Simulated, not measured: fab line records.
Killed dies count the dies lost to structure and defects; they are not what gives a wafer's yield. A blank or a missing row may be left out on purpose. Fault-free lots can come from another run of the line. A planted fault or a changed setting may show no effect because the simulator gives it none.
fab line records | flow ritCmos
record: lots: 6 wafers: 18 lastDay: 7
route steps=202 shown ACTIVE@1 FOX1@20 FOX2@23 M1@202
lots untouched by any fault: they come from a run of this same line in which no faults occurred
startH: hours from the record's first day to the start of the lot's first wafer shown | waitH: time in hours since the lot's previous step | " same as the row above | L1.1+2: several wafers, shown together as one row | - either no value or no given start | * or withheld: withheld | < > ~ a bound
route shown NAME@n: names a module that has steps shown in the file, with the first one's number in the route | usual: average and standard deviation across the fault-free wafers | same: alike in all rows | chamber/n: place in a boat | sites: each site's reading | _std_site: the values' standard deviation | _edge_site: mean of outer sites minus mean of inner sites | radiusMm: how far each site lies from the wafer's centre | mask NAME#n: copy n | behind: the tool/chamber that last shaped the wafer | hold: the reason the lot was held/the length of the hold in hours/how it ended | device: whichever transistor did not switch (one of n, p or np) | end of line: at the end of the route, the tests of the same wafers | a step given without rows: its recipe and nothing more | killed: at the first sort, the dies lost to defects and structure; wafer yield is something else | map: dies across one wafer; x = killed, . = not, _ = none there
set.NAME: setting as actually run; set.NAME@STEP: the setting as run at that earlier step | model.NAME: the simulator's own value behind a step, which no gauge read
lots seen at some steps along the route; tables by step, rows by wafer
services: a tool's chamber out of use, with start hour (startH, from the record's first day; less than 0 if before it), hours out, and reason
== steps ==
step: RIT_ACTIVE_BOW_MEAS_00
recipe: mode: bow
usual: INCOMING_BOW: 0/6.8
columns lot.wafer tool chamber startH waitH INCOMING_BOW[um]
L692.3 filmMetro-02 - 20.04 - 4
L692.5 " - " " -5
L692.6 " - " " 6
L695.1 filmMetro-04 - 35.00 - 7
L695.2 " - " " 2
L695.3 " - " " 5
L702.1 filmMetro-04 - 70.00 - 1
L702.4 " - " " -10
L702.5 " - " " -14
L703.2 filmMetro-04 - 75.02 - -2
L703.4 " - " " 6
L703.5 " - " " 1
L709.1 filmMetro-04 - 105.00 - 5
L709.5 " - " " 0
L709.6 " - " " 2
L710.3 filmMetro-04 - 110.04 - 9
L710.4 " - " " 7
L710.6 " - " " 1
step: RIT_ACTIVE_OXIDATION_01
recipe: tempC: 1000 ambient: O2 targetThkA: 468 oxTimeS: 3360
usual: spikeTcCentreC: 1001.7/1.2 spikeTcLoadC: 1027/4.9 spikeTcSourceC: 1023.0/2.2 tubeCenterTempC: 999.99/0.1 tube_center_temp_C_max: 1002.5/0.42
columns lot.wafer tool chamber startH waitH spikeTcCentreC spikeTcLoadC spikeTcSourceC tubeCenterTempC tube_center_temp_C_max model.SiO2_of_ACTIVE_OXIDATION_01.thkNm
L692.3 furnace-04 0 20.12 0.1 1001.4 1033 1024.4 1000 1002.0 47.07
L692.5 " 0 " " 1000.7 1031 1024.6 999.94 1002.4 46.21
L692.6 " 0 " " 1000.5 1031 1024.2 999.88 1002.9 46.17
L695.1 furnace-02 0 36.57 1.5 1001.9 1026 1019.2 1000 1002.7 47.18
L695.2 " 0 " " 1002.2 1025 1020.9 1000.1 1002.5 48.05
L695.3 " 0 " " 1003.1 1025 1020.8 1000 1002.3 47.92
L702.1 furnace-04 0 70.12 0.1 961.1 993 985.3 959.87 962.9 33.09
L702.4 " 0 " " 962.5 992 984.3 960.12 962.5 33.24
L702.5 " 0 " " 960.3 992 984.7 959.92 962.1 33.87
L703.2 furnace-04 0 75.12 0.1 960.5 991 985.7 959.81 961.8 34.06
L703.4 " 0 " " 959.3 991 983.9 960.03 962.5 34.31
L703.5 " 0 " " 962.2 991 984.4 959.78 963.0 33.97
L709.1 furnace-02 0 105.12 0.1 1003.5 1026 1020.9 1000.1 1002.8 46.66
L709.5 " 0 " " 1002.1 1026 1019.0 1000.1 1002.8 47.54
L709.6 " 0 " " 1001.8 1026 1020.2 999.88 1003.1 46.74
L710.3 furnace-01 0 110.12 0.1 1001.5 1021 1022.4 999.79 1002.3 45.78
L710.4 " 0 " " 1001.7 1022 1022.1 999.99 1002.5 46.32
L710.6 " 0 " " 1002.1 1021 1022.5 1000.1 1002.2 46.77
step: RIT_ACTIVE_THK_MEAS_02
recipe: reads: SiO2_of_ACTIVE_OXIDATION_01
usual: ACTIVE_OXIDE_THK: 47.2/0.84
columns lot.wafer tool chamber startH waitH ACTIVE_OXIDE_THK[nm]
L692.3 filmMetro-03 - 22.07 0.0 47.1
L692.5 " - " " 46.3
L692.6 " - " " 46.2
L695.1 filmMetro-03 - 38.50 0.0 47.2
L695.2 " - " " 48.1
L695.3 " - " " 47.9
L702.1 filmMetro-04 - 72.05 0.0 33.1
L702.4 " - " " 33.3
L702.5 " - " " 33.9
L703.2 filmMetro-04 - 77.06 0.0 34.0
L703.4 " - " " 34.3
L703.5 " - " " 34.0
L709.1 filmMetro-04 - 107.05 0.0 46.7
L709.5 " - " " 47.6
L709.6 " - " " 46.7
L710.3 filmMetro-04 - 112.07 0.0 45.8
L710.4 " - " " 46.3
L710.6 " - " " 46.7
step: RIT_ACTIVE_CVD_03
recipe: material: Si3N4 targetThkNm: 150 tempC: 810 precursor: SiH2Cl2/NH3 timeS: 1500 pressureMtorr: 300 sih2cl2FlowSccm: 60 nh3FlowSccm: 150
step: RIT_ACTIVE_THK_MEAS_04
recipe: reads: Si3N4_of_ACTIVE_CVD_03
usual: ACTIVE_NITRIDE_THK: 150.1/1.3
columns lot.wafer tool chamber startH waitH ACTIVE_NITRIDE_THK[nm]
L692.3 filmMetro-03 - 23.58 0.1 151.5
L692.5 " - " " 151.5
L692.6 " - " " 151.8
L695.1 filmMetro-03 - 39.98 0.0 150.1
L695.2 " - " " 149.1
L695.3 " - " " 148.9
L702.1 filmMetro-02 - 73.53 0.0 149.6
L702.4 " - " " 149.3
L702.5 " - " " 149.2
L703.2 filmMetro-02 - 78.54 0.0 149.7
L703.4 " - " " 151.3
L703.5 " - " " 149.7
L709.1 filmMetro-02 - 108.53 0.0 149.6
L709.5 " - " " 148.1
L709.6 " - " " 148.0
L710.3 filmMetro-02 - 113.55 0.0 148.4
L710.4 " - " " 148.9
L710.6 " - " " 149.5
step: RIT_ACTIVE_HMDS_05
recipe: primeTimeS: 60 primeTempC: 140
step: RIT_ACTIVE_COAT_06
recipe: resist: NOVOLAK spinRpm: 3250 resistThkNm: 984.4
step: RIT_ACTIVE_SOFTBAKE_07
recipe: resist: NOVOLAK tempC: 90 timeS: 60
step: RIT_ACTIVE_EXPOSE_08
recipe: maskId: M1 na: 0.6 sourceShape: conventional sigmaOuter: 0.6 targetCdNm: 1400 doseMj: 225
step: RIT_ACTIVE_PEB_09
recipe: resist: NOVOLAK tempC: withheld timeS: withheld
step: RIT_ACTIVE_DEVELOP_10
recipe: resist: NOVOLAK developTimeS: 50 devTempC: 23
step: RIT_ACTIVE_CD_MEAS_11
recipe: targetCdNm: 1400
usual: cdNm: 1400.1/2.3
columns lot.wafer tool chamber startH waitH cdNm
L692.3 cdSem-01 - 24.78 - 1400.2
L692.5 " - " " 1401.3
L692.6 " - " " 1399.6
L695.1 cdSem-02 - 41.01 - 1401.2
L695.2 " - " " 1399.9
L695.3 " - " " 1402.6
L702.1 cdSem-01 - 74.56 - 1401.5
L702.4 " - " " 1401.1
L702.5 " - " " 1404.5
L703.2 cdSem-01 - 79.58 - 1394.3
L703.4 " - " " 1395.5
L703.5 " - " " 1392.6
L709.1 cdSem-02 - 109.44 - 1401.2
L709.5 " - " " 1401.7
L709.6 " - " " 1401.0
L710.3 cdSem-01 - 114.60 - 1404.2
L710.4 " - " " 1403.8
L710.6 " - " " 1405.4
step: RIT_ACTIVE_HARDBAKE_12
recipe: resist: NOVOLAK tempC: 140 timeS: 60
step: RIT_ACTIVE_ETCH_13
recipe: stopOn: SiO2 chemistry: SF6 target: Si3N4 timeS: 210 overEtchFrac: 0.4 SF6_flow_sccm: 200 pressureMtorr: 271.2 rfW: 125 targetDepthA: 2100
usual: drypumpMotorCurrentA: 5.7/0.43 oesProductAu: 0.818/0.014 throttleValvePct: 7.32/0.08
columns lot.wafer tool chamber startH waitH drypumpMotorCurrentA oesProductAu rfHoursCounterH throttleValvePct
L692.3 rieDiel-01 0 25.01 0.1 5.6 0.827 120 7.38
L692.5 " 1 " " 5.3 0.822 - 7.21
L692.6 " 0 " " 5.6 0.824 - 7.39
L695.1 rieDiel-03 3 41.28 0.1 5.7 0.793 124 7.38
L695.2 " 1 " " 6.3 0.809 83 7.39
L695.3 " 0 " " 5.7 0.812 1 7.32
L702.1 rieDiel-04 3 74.83 0.1 5.6 0.841 99 7.25
L702.4 " 2 " " 5.8 0.816 29 7.14
L702.5 " 0 " " 4.8 0.829 - 7.32
L703.2 rieDiel-04 1 79.83 0.1 6.5 0.821 141 7.31
L703.4 " 3 " " 5.6 0.842 99 7.24
L703.5 " 2 " " 5.8 0.813 - 7.14
L709.1 rieDiel-03 2 109.71 0.1 5.6 0.805 7 7.33
L709.5 " 0 " " 5.7 0.807 - 7.32
L709.6 " 3 " " 5.7 0.780 - 7.38
L710.3 rieDiel-04 3 114.83 0.1 5.6 0.833 100 7.25
L710.4 " 0 " " 4.8 0.832 6 7.32
L710.6 " 3 " " 5.6 0.850 - 7.24
step: RIT_ACTIVE_STRIP_14
recipe: chemistry: O2 timeS: 180 resist: NOVOLAK platenTempC: withheld powerW: 500 pressureMtorr: 4000 o2FlowSccm: 4000
usual: drypumpMotorCurrentA: 5.6/0.36
columns lot.wafer tool chamber startH waitH drypumpMotorCurrentA rfHoursCounterH
L692.3 plasmaAsher-02 0 25.20 0.1 5.3 -
L692.5 " 1 " " 5.7 -
L692.6 " 0 " " 5.3 -
L695.1 plasmaAsher-02 1 41.42 0.1 5.7 38
L695.2 " 0 " " 5.3 38
L695.3 " 0 " " 5.3 -
L702.1 plasmaAsher-01 1 74.97 0.1 6.2 42
L702.4 " 1 " " 6.2 -
L702.5 " 0 " " 5.4 -
L703.2 plasmaAsher-02 0 79.97 0.1 5.3 43
L703.4 " 0 " " 5.3 -
L703.5 " 0 " " 5.3 -
L709.1 plasmaAsher-01 0 109.84 0.1 5.4 46
L709.5 " 1 " " 6.2 -
L709.6 " 0 " " 5.4 -
L710.3 plasmaAsher-01 0 115.03 0.1 5.4 -
L710.4 " 1 " " 6.2 -
L710.6 " 0 " " 5.5 -
step: RIT_ACTIVE_CD_MEAS_90
recipe: targetCdNm: 1400
usual: cdNm: 1400.0/2.3
columns lot.wafer tool chamber startH waitH cdNm
L692.3 cdSem-02 - 25.35 0.1 1400.0
L692.5 " - " " 1400.5
L692.6 " - " " 1399.6
L695.1 cdSem-01 - 41.59 0.1 1401.0
L695.2 " - " " 1400.2
L695.3 " - " " 1402.9
L702.1 cdSem-02 - 75.14 0.1 1401.7
L702.4 " - " " 1400.8
L702.5 " - " " 1404.7
L703.2 cdSem-02 - 80.16 0.1 1394.2
L703.4 " - " " 1395.5
L703.5 " - " " 1392.8
L709.1 cdSem-02 - 110.02 0.1 1401.0
L709.5 " - " " 1402.1
L709.6 " - " " 1400.6
L710.3 cdSem-02 - 115.18 0.1 1404.1
L710.4 " - " " 1404.1
L710.6 " - " " 1405.6
step: RIT_ACTIVE_CLEAN_15
recipe: chemistry: SC1 mix: 3:3:50 timeS: 600 tempC: 75
step: RIT_ACTIVE_CLEAN_16
recipe: chemistry: dHF dilution: 50:1 timeS: 30
step: RIT_ACTIVE_CLEAN_17
recipe: chemistry: SC2 mix: 3:3:50 timeS: 600 tempC: 75 dry: n2Spin
step: RIT_FOX1_OXIDATION_00
recipe: tempC: 1100 ambient: H2O targetThkA: 3507 pH2oTorr: 720 oxTimeS: 1130
step: RIT_FOX1_THK_MEAS_01
recipe: reads: SiO2_of_FOX1_OXIDATION_00
usual: FOX1_OXIDE_THK: 354/7.8
columns lot.wafer tool chamber startH waitH FOX1_OXIDE_THK[nm]
L692.3 filmMetro-02 - 27.25 0.0 357
L692.5 " - " " 347
L692.6 " - " " 355
L695.1 filmMetro-02 - 43.42 0.0 351
L695.2 " - " " 348
L695.3 " - " " 353
L702.1 filmMetro-02 - 76.95 0.0 351
L702.4 " - " " 361
L702.5 " - " " 356
L703.2 filmMetro-01 - 81.97 0.0 341
L703.4 " - " " 345
L703.5 " - " " 348
L709.1 filmMetro-01 - 111.85 0.0 329
L709.5 " - " " 339
L709.6 " - " " 338
L710.3 filmMetro-01 - 117.50 0.0 356
L710.4 " - " " 357
L710.6 " - " " 353
step: RIT_FOX1_WET_ETCH_02
recipe: chemistry: BOE targetDepthNm: 350 timeS: 390 tempC: 21.5 dry: n2Spin dilution: 10:1 target: SiO2
step: RIT_FOX2_OXIDATION_00
recipe: tempC: 1100 ambient: H2O targetThkA: 3507 pH2oTorr: 720 oxTimeS: 1130
step: RIT_FOX2_THK_MEAS_01
recipe: reads: SiO2_of_FOX2_OXIDATION_00
usual: FOX2_OXIDE_THK: 353/7.2
columns lot.wafer tool chamber startH waitH FOX2_OXIDE_THK[nm]
L692.3 filmMetro-01 - 29.46 0.0 359
L692.5 " - " " 354
L692.6 " - " " 349
L695.1 filmMetro-01 - 44.93 0.0 352
L695.2 " - " " 355
L695.3 " - " " 353
L702.1 filmMetro-01 - 78.44 0.0 351
L702.4 " - " " 345
L702.5 " - " " 348
L703.2 filmMetro-04 - 83.46 0.0 348
L703.4 " - " " 349
L703.5 " - " " 346
L709.1 filmMetro-01 - 113.34 0.0 350
L709.5 " - " " 355
L709.6 " - " " 356
L710.3 filmMetro-04 - 118.99 0.0 357
L710.4 " - " " 354
L710.6 " - " " 352
step: RIT_FOX2_CLEAN_02
recipe: chemistry: dHF dilution: 50:1 timeS: 180
step: RIT_FOX2_WET_ETCH_03
recipe: chemistry: H3PO4 target: Si3N4 targetDepthNm: 195 tempC: 165 timeS: 2700
usual: bathGuardTempC: 165.0/0.68
columns lot.wafer tool chamber startH waitH bathGuardTempC model.SiO2_of_ACTIVE_OXIDATION_01.thkNm
L692.3 wetBench-04 0 29.56 0.0 165.4 40.36
L692.5 " 0 " " 165.4 40.25
L692.6 " 0 " " 165.2 39.55
L695.1 wetBench-03 3 45.04 0.0 164.5 41.84
L695.2 " 3 " " 164.7 42.62
L695.3 " 3 " " 164.5 42.52
L702.1 wetBench-02 2 78.56 0.0 165.5 29.43
L702.4 " 2 " " 165.5 28.55
L702.5 " 2 " " 165.8 29.88
L703.2 wetBench-04 1 83.57 0.0 163.9 29.72
L703.4 " 1 " " 163.9 30.42
L703.5 " 1 " " 163.2 29.12
L709.1 wetBench-03 0 113.46 0.0 165.1 40.86
L709.5 " 0 " " 164.9 42.22
L709.6 " 0 " " 164.8 41.51
L710.3 wetBench-02 3 119.09 0.0 165.1 40.61
L710.4 " 3 " " 165.2 40.89
L710.6 " 3 " " 165.1 41.46
step: RIT_FOX2_THK_MEAS_90
recipe: reads: SiO2_of_FOX2_OXIDATION_00
usual: FIELD_OXIDE_LEFT_1_THK: 325/7.1
columns lot.wafer tool chamber startH waitH FIELD_OXIDE_LEFT_1_THK[nm]
L692.3 filmMetro-04 - 30.48 0.0 333
L692.5 " - " " 328
L692.6 " - " " 322
L695.1 filmMetro-04 - 45.87 0.0 325
L695.2 " - " " 328
L695.3 " - " " 326
L702.1 filmMetro-04 - 79.32 0.0 323
L702.4 " - " " 318
L702.5 " - " " 321
L703.2 filmMetro-01 - 84.34 0.0 321
L703.4 " - " " 322
L703.5 " - " " 318
L709.1 filmMetro-04 - 114.22 0.0 323
L709.5 " - " " 328
L709.6 " - " " 328
L710.3 filmMetro-03 - 119.87 0.0 330
L710.4 " - " " 326
L710.6 " - " " 325
step: RIT_M1_PROBE_99
usual: killedAtContacts: 0.1/0.24 killedAtFrontEnd: 7.1/2.8 killedDies: 7.2/2.8 killedOpen: 3.6/2.1 killedShort: 3.6/1.9
same: grossDies: 264 killed_at_M0_to_M3: 0 killed_at_M4_up: 0 killedAtBackSide: 0 killedAtOther: 0
columns lot.wafer tool chamber startH waitH killedAtContacts killedAtFrontEnd killedDies killedOpen killedShort model.etest.pldd.widthNm model.etest.nldd.widthNm model.etest.pplusSal.widthNm model.etest.nplusSal.widthNm model.etest.nmos_0p3.rOnOhmUm model.etest.nmosNarrow.driveUaUm model.etest.pmosNarrow.driveUaUm model.etest.nmos_0p3.driveUaUm
L692.3 prober-01 - 72.95 0.2 0 6 6 1 5 3155 3156 3443 3454 2176 218.4 98.7 219.3
L692.5 prober-01 - 73.05 0.2 0 4 4 4 0 3178 3173 3456 3448 2201 220.7 99.14 217.1
L692.6 prober-01 - 73.10 0.2 0 10 10 4 6 3193 3172 3465 3457 2196 221.4 99.75 219
L695.1 prober-02 - 83.16 0.1 0 6 6 5 1 3187 3186 3475 3452 2224 221.2 98.45 216.3
L695.2 prober-02 - 83.21 0.1 1 6 7 2 5 3167 3173 3427 3422 2188 217.6 98.41 218.5
L695.3 prober-02 - 83.26 0.2 0 5 5 1 4 3164 3166 3453 3450 2237 217.4 96.67 218.2
L702.1 prober-02 - 116.27 0.1 1 10 11 9 2 3292 3282 3537 3536 2098 262.4 118.3 234.9
L702.4 prober-02 - 116.42 0.2 0 9 9 4 5 3282 3294 3504 3542 2077 260.1 117 236.8
L702.5 prober-02 - 116.47 0.2 0 11 11 3 8 3302 3272 3542 3528 2109 258.6 116.4 234.1
L703.2 prober-01 - 121.37 0.1 0 9 9 2 7 3278 3288 3536 3547 2063 262.8 116.8 232.7
L703.4 prober-01 - 121.47 0.2 0 6 6 4 2 3303 3279 3537 3526 2086 261.2 117.9 234.8
L703.5 prober-01 - 121.52 0.2 0 9 9 5 4 3287 3289 3540 3515 2033 267 119.1 239.3
L709.1 prober-01 - 153.02 0.1 0 10 10 3 7 3204 3200 3476 3500 2127 240.6 108.5 230.7
L709.5 prober-01 - 153.22 0.2 0 5 5 0 5 3172 3166 3457 3465 2150 230.1 104.4 225.8
L709.6 prober-01 - 153.27 0.2 0 7 7 4 3 3181 3191 3470 3482 2102 241.9 110.9 237
L710.3 prober-02 - 157.65 0.2 0 7 7 4 3 3177 3184 3458 3457 2239 220.5 99.44 217.5
L710.4 prober-02 - 157.70 0.2 0 6 6 5 1 3165 3187 3457 3484 2200 221.9 102.4 220.9
L710.6 prober-02 - 157.80 0.2 0 9 9 4 5 3184 3182 3448 3470 2212 222.9 101.4 220.4
killed by level:class
L692.3 FOX1:geometricParticle:short=2 GATE:geometricParticle:short=2 FOX1:geometricParticle:open=1 REOX:geometricParticle:short=1
L692.5 FOX1:geometricParticle:open=2 GATE:geometricParticle:open=1 SPACER:geometricParticle:open=1
L692.6 GATE:geometricParticle:open=3 REOX:geometricParticle:short=2 SILICIDE:geometricParticle:short=2 GATE:geometricParticle:short=1 REOX:geometricParticle:open=1 SPACER:geometricParticle:short=1
L695.1 SILICIDE:geometricParticle:open=3 GATE:geometricParticle:short=1 GATE:geometricParticle:open=1 REOX:geometricParticle:open=1
L695.2 SPACER:geometricParticle:short=2 FOX2:geometricParticle:short=1 REOX:geometricParticle:open=1 SILICIDE:geometricParticle:open=1 SILICIDE:geometricParticle:short=1 CONTACT:geometricParticle:short=1
L695.3 FOX1:geometricParticle:short=2 GATE:geometricParticle:open=1 REOX:geometricParticle:short=1 SPACER:geometricParticle:short=1
L702.1 FOX1:geometricParticle:open=5 GATE:geometricParticle:short=1 REOX:geometricParticle:open=1 REOX:geometricParticle:short=1 SPACER:geometricParticle:open=1 SILICIDE:geometricParticle:open=1 CONTACT:geometricParticle:open=1
L702.4 GATE:geometricParticle:short=2 SILICIDE:geometricParticle:short=2 SILICIDE:geometricParticle:open=2 FOX2:geometricParticle:short=1 FOX2:geometricParticle:open=1 GATE:geometricParticle:open=1
L702.5 SILICIDE:geometricParticle:open=3 SILICIDE:geometricParticle:short=3 FOX2:geometricParticle:short=2 FOX1:geometricParticle:short=1 REOX:geometricParticle:short=1 SPACER:geometricParticle:short=1
L703.2 GATE:geometricParticle:short=3 FOX2:geometricParticle:short=2 GATE:geometricParticle:open=1 REOX:geometricParticle:open=1 REOX:geometricParticle:short=1 SPACER:geometricParticle:short=1
L703.4 FOX1:geometricParticle:short=1 GATE:geometricParticle:open=1 REOX:geometricParticle:open=1 REOX:geometricParticle:short=1 SPACER:geometricParticle:open=1 SILICIDE:geometricParticle:open=1
L703.5 SPACER:geometricParticle:open=3 GATE:geometricParticle:open=2 SPACER:geometricParticle:short=2 FOX1:geometricParticle:short=1 GATE:geometricParticle:short=1
L709.1 GATE:geometricParticle:short=7 GATE:geometricParticle:open=2 SPACER:geometricParticle:open=1
L709.5 FOX2:geometricParticle:short=2 GATE:geometricParticle:short=2 REOX:geometricParticle:short=1
L709.6 GATE:geometricParticle:open=2 SPACER:geometricParticle:short=2 FOX2:geometricParticle:open=1 REOX:geometricParticle:short=1 SPACER:geometricParticle:open=1
L710.3 GATE:geometricParticle:open=2 SILICIDE:geometricParticle:open=2 FOX2:geometricParticle:short=1 SPACER:geometricParticle:short=1 SILICIDE:geometricParticle:short=1
L710.4 SILICIDE:geometricParticle:open=3 SPACER:geometricParticle:open=2 FOX2:geometricParticle:short=1
L710.6 FOX2:geometricParticle:short=2 REOX:geometricParticle:open=2 SPACER:geometricParticle:short=2 FOX1:geometricParticle:short=1 FOX2:geometricParticle:open=1 GATE:geometricParticle:open=1
== services ==
columns tool chamber startH hours kind
furnace-04 - 0.48 4.3 pm
furnace-01 - 10.44 3.5 pm
rieDiel-04 - 11.65 14.6 pm
furnace-02 - 12.87 2.9 pm
furnace-01 - 23.50 4.1 pm
plasmaAsher-01 - 26.35 2.8 pm
furnace-01 - 32.05 13.9 pm
rieDiel-04 2 46.93 6.5 repair
rieDiel-01 - 49.81 14.6 pm
plasmaAsher-01 - 61.46 1.8 repair
rieDiel-04 1 93.59 5.7 repair
rieDiel-03 0 99.66 7.5 repair
plasmaAsher-02 - 108.75 9.0 pm
plasmaAsher-02 0 108.75 9.0 ventCycle
plasmaAsher-02 1 108.75 9.0 ventCycle
rieDiel-04 0 115.14 22.4 repair
plasmaAsher-02 0 117.75 - clean
plasmaAsher-02 1 117.75 - clean
rieDiel-01 3 118.27 4.3 repair
== key ==
firstSign: step: RIT_ACTIVE_OXIDATION_01 reading: tubeCenterTempC direction: down sigmas: 99+ usual: * struck: *
effect: step: RIT_ACTIVE_OXIDATION_01 reading: tube_center_temp_C_max direction: down sigmas: 96 usual: * struck: *
effect: step: RIT_ACTIVE_THK_MEAS_02 reading: ACTIVE_OXIDE_THK direction: down sigmas: 16 usual: 47.2 struck: 33.8
modelEffect: step: RIT_ACTIVE_OXIDATION_01 value: SiO2_of_ACTIVE_OXIDATION_01.thkNm without: 47.54 struck: 33.76
modelEffect: step: RIT_FOX2_WET_ETCH_03 value: SiO2_of_ACTIVE_OXIDATION_01.thkNm without: 41.76 struck: 29.52
modelEffect: step: RIT_M1_PROBE_99 value: etest.pldd.widthNm without: 3170 struck: 3291
metAt RIT_ACTIVE_OXIDATION_01
struckWafers L702.1,L702.4,L702.5,L703.2,L703.4,L703.5
testerLeftOut L702,L703
onsetBetween 20.12 70.12
fault: kind: processParameterDrift tool: furnace-04 chamber: - onsetH: 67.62 steps: RIT_ACTIVE_OXIDATION_01 channel: tempC offset: * shape: step endH: 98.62 actsIn: * stated: *
testerLeftOut: of these lots the tester's yield and bins aren't shown, on N5 and GAA mostly nor the transistor test; their killed dies are dies lost to structure and defects alone, not to doping, threshold or leakage, so they don't give the yield
